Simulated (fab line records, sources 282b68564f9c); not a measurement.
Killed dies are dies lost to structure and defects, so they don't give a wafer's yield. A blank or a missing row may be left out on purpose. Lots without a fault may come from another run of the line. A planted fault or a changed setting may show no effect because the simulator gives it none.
Split-lot experiment | flow rit_cmos | 5 lots, 23 wafers read, on a route of 202 steps

THE SPLIT
At RIT_PWELL_IMPLANT_08, the setting dose_cm2 was moved away from the recipe's 7e+13 on 9 of the 23 wafers read, by -3.3% to +5.3%. The other wafers ran this setting at the recipe's value.

FROM THE SPLIT TO THE READING: what the file shows between them, 4 steps
- RIT_PWELL_STRIP_09: strips in O2, time 180 s
- RIT_PWELL_TW_MEAS_10
- RIT_WELLDRIVE_ANNEAL_00: time 14700 s
- RIT_WELLDRIVE_RS_MEAS_01: measures by four-point-probe

THE READING
PWELL_RS, in ohm/sq, at RIT_WELLDRIVE_RS_MEAS_02 (measures by four-point-probe). Fault-free wafers of this fab line usually give 429.5 ohm/sq, standard deviation 1.3 ohm/sq.

wafer  | tool, chamber at the split | dose_cm2 as run | against the recipe | PWELL_RS, ohm/sq | against lot-mates on the recipe
L075.1 | implanter-04, 0            | 7.236e+13       | +3.4%              | 420.2            | -10.9
L075.2 | implanter-04, 0            | 7e+13           | recipe             | 430.8            | -
L075.4 | implanter-04, 0            | 7.236e+13       | +3.4%              | 421.5            | -9.6
L075.5 | implanter-04, 0            | 7.236e+13       | +3.4%              | 420.3            | -10.8
L075.6 | implanter-04, 0            | 7e+13           | recipe             | 431.3            | -
L076.1 | implanter-01, 0            | 6.77e+13        | -3.3%              | 439.7            | +9.8
L076.2 | implanter-01, 0            | 7e+13           | recipe             | 429.0            | -
L076.3 | implanter-01, 0            | 7e+13           | recipe             | 430.8            | -
L076.4 | implanter-01, 0            | 6.77e+13        | -3.3%              | 437.9            | +8.0
L076.6 | implanter-01, 0            | 6.77e+13        | -3.3%              | 438.2            | +8.3
L078.3 | implanter-02, 0            | 7e+13           | recipe             | 429.9            | -
L078.4 | implanter-02, 0            | 7e+13           | recipe             | 429.8            | -
L078.5 | implanter-02, 0            | 7e+13           | recipe             | 432.3            | -
L079.1 | implanter-02, 0            | 7e+13           | recipe             | 428.4            | -
L079.2 | implanter-02, 0            | 7e+13           | recipe             | 429.4            | -
L079.3 | implanter-02, 0            | 7e+13           | recipe             | 429.4            | -
L079.4 | implanter-02, 0            | 7e+13           | recipe             | 427.9            | -
L079.5 | implanter-02, 0            | 7e+13           | recipe             | 427.7            | -
L080.1 | implanter-02, 0            | 7e+13           | recipe             | 428.9            | -
L080.2 | implanter-02, 0            | 7.372e+13       | +5.3%              | 416.4            | -13.1
L080.3 | implanter-02, 0            | 7e+13           | recipe             | 430.2            | -
L080.4 | implanter-02, 0            | 7.372e+13       | +5.3%              | 416.3            | -13.2
L080.5 | implanter-02, 0            | 7.372e+13       | +5.3%              | 417.9            | -11.6

THE FIT
A straight line over all 23 wafers: PWELL_RS changes by -2.55 ohm/sq for each +1% of dose_cm2; r = -0.98; the points scatter about the line by 1.2 ohm/sq.
The same after taking each lot's own level away (the mean of its wafers on the recipe; 23 wafers): -2.59 ohm/sq for each +1%; r = -0.99; scatter 1.1 ohm/sq.
On that fit, the largest move of dose_cm2 shifts the reading by 14 ohm/sq.
The lots' own levels span 428.56 to 431.05 ohm/sq, that is 1.9 times the standard deviation above.
So the lot-to-lot level changes the slope little: the two slopes agree.
Check: with one of the wafers moved furthest among these (+5.3%) left out of the fit, the line predicts -14 ohm/sq for it against its lot-mates. It came out at -13.1 ohm/sq against them.

OTHER SPLITS ON THESE WAFERS
These wafers also went through other splits before the reading. Each is held against what the fit with the lots' levels taken away leaves over:
other split on the same wafers | wafers away from the commonest value | r with PWELL_RS (lot level and that fit taken away)
RIT_ACTIVE_COAT_06 spin_rpm    | 9                                    | +0.00
RIT_ACTIVE_EXPOSE_08 dose_mj   | 6                                    | +0.04
RIT_NWELL_SOFTBAKE_02 temp_c   | 6                                    | +0.45
RIT_NWELL_IMPLANT_08 dose_cm2  | 7                                    | +0.00

THE WHOLE CHAIN: every reading that the file lists as answering this split, in the file's order
step                     | what it does                 | reading  | change (the file's fit)           | r (the file's)
RIT_PWELL_TW_MEAS_10     |                              | PWELL_TW | +2.78 for each +1% of the setting | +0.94
RIT_WELLDRIVE_RS_MEAS_02 | measures by four-point-probe | PWELL_RS | -2.6 for each +1% of the setting  | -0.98

THE FILE'S OWN FIT
PWELL_RS changes by -2.6 ohm/sq for each +1% of dose_cm2, r = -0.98.
